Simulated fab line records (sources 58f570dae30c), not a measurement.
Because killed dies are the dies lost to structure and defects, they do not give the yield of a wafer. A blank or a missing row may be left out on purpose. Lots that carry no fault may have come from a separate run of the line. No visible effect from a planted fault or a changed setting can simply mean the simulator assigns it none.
A single fault, viewed from 2 desks	flow berkeley_cmos170	every desk sees just its own numbers, and what lay behind them comes last

## METROLOGY DESK
What the gauges read, lot by lot, whatever tool the lot ran on: means of the sampled wafers that have a number. Any lot whose mean is over 4 standard deviations away from the usual mean is out of limits and marked OUT; that distance is given in the brackets.
Columns: A = cd_nm at UCB170_ACTIVE_CD_MEAS_90, usual 1200.1 nm; B = PFIELD_OVL at UCB170_PFIELD_OVL_MEAS_06, usual 0 nm; C = PFIELD_TW at UCB170_PFIELD_TW_MEAS_09, usual 601
lot	first seen here	A	B	C
L783	day 4 08:29	1199.5	-4	610
L784	day 4 12:42	1200.2	3	595
L786	day 5 05:33	1197.9	-2	598
L793	day 6 17:19	1198.1	-5	609
L801	day 8 02:38	1200.8	2	595
L803	day 8 17:01	1200.2	-1	601
Result from this desk: across the 6 lots, nothing is out of limits.

## TOOL OWNER'S DESK, plasma_asher-04
The tool's own readings at UCB170_PFIELD_STRIP_08 (strips in O2): means of the sampled wafers that have a number, for each lot that ran on this tool. Any lot whose mean is over 4 standard deviations away from the usual mean is out of limits and marked OUT; that distance is given in the brackets.
Columns: A = chamber_pressure_mTorr at UCB170_PFIELD_STRIP_08, usual 3500 mTorr; B = drypump_motor_current_A at UCB170_PFIELD_STRIP_08, usual 5.77 A; C = oes_product_au at UCB170_PFIELD_STRIP_08, usual 0.734 a.u.; D = strip_time_to_endpoint_s at UCB170_PFIELD_STRIP_08, usual 21.62 s
lot	first seen here	A	B	C	D
L783	day 4 09:59	3498	5.78	0.738	21.61
This desk's finding: nothing out of limits on the one lot.

## ALL TOGETHER
At the metrology desk, nothing out of limits was observed.
The desk of the tool owner found nothing out of limits.

## WHAT WAS PUT IN BY THE SIMULATOR
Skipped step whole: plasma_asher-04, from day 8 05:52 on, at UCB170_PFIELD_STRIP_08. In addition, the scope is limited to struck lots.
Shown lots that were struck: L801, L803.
